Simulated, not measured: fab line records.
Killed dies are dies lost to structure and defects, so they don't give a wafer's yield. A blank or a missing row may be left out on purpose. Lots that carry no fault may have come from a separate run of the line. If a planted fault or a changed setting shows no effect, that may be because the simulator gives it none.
Which tool did it? ; flow ritCmos ; 7 lots with 21 wafers sampled at 2 steps, on a route of 202 steps

WHAT EACH GAUGE READ, for each wafer
RIT_WELLDRIVE_RS_MEAS_01: a four-point-probe measurement.
lot;measured;on;NWELL_RS (ohm/sq)
L586;day 3 02:05;filmMetro-02;275.3 276.1 276.6
L588;day 3 09:22;filmMetro-03;274.5 274.8 275.3
L591;day 3 22:58;filmMetro-03;275.7 276.7 276.5
L593;day 4 11:08;filmMetro-04;275.2 275.4 275.3
L595;day 4 17:32;filmMetro-03;275.3 275.3 275.6
L601;day 6 01:05;filmMetro-04;275.4 275.8 275.6
L605;day 6 21:43;filmMetro-02;275.8 275.6 275.6

EACH LOT AND THE TOOL THAT RAN IT (in order: tool; ch and the chambers of the sampled wafers; start)
lot;RIT_ACTIVE_OXIDATION_01
L586;furnace-03 ch 0, day 2 04:58
L588;furnace-04 ch 0, day 2 12:01
L591;furnace-03 ch 0, day 3 02:20
L593;furnace-04 ch 0, day 3 12:47
L595;furnace-04 ch 0, day 3 23:10
L601;furnace-03 ch 0, day 5 04:11
L605;furnace-03 ch 0, day 6 00:07
- RIT_ACTIVE_OXIDATION_01: target thk 46.8 nm, ox time 3360 s.

THE ANSWER, worked out from the rows above alone
Rule: what is usual is taken from the lots themselves. The widest of any qualifying gaps counts: lots, ordered by their means at a reading, are off when they make up no more than a third of the lots, leave a main group of 4 or more, and stand apart from it by 3 or more times the standard deviation of that group's means. Not used: any main group whose means are identical at the precision the tables above print for the reading. A lot without any number at a reading at which 4 lots or more have one is off too. Where the step has rows for the other lots, those lots are counted as sound.
Across all readings shown, no lot is off: no conclusion can be drawn from this.

WHAT THE SIMULATOR HAD INSERTED
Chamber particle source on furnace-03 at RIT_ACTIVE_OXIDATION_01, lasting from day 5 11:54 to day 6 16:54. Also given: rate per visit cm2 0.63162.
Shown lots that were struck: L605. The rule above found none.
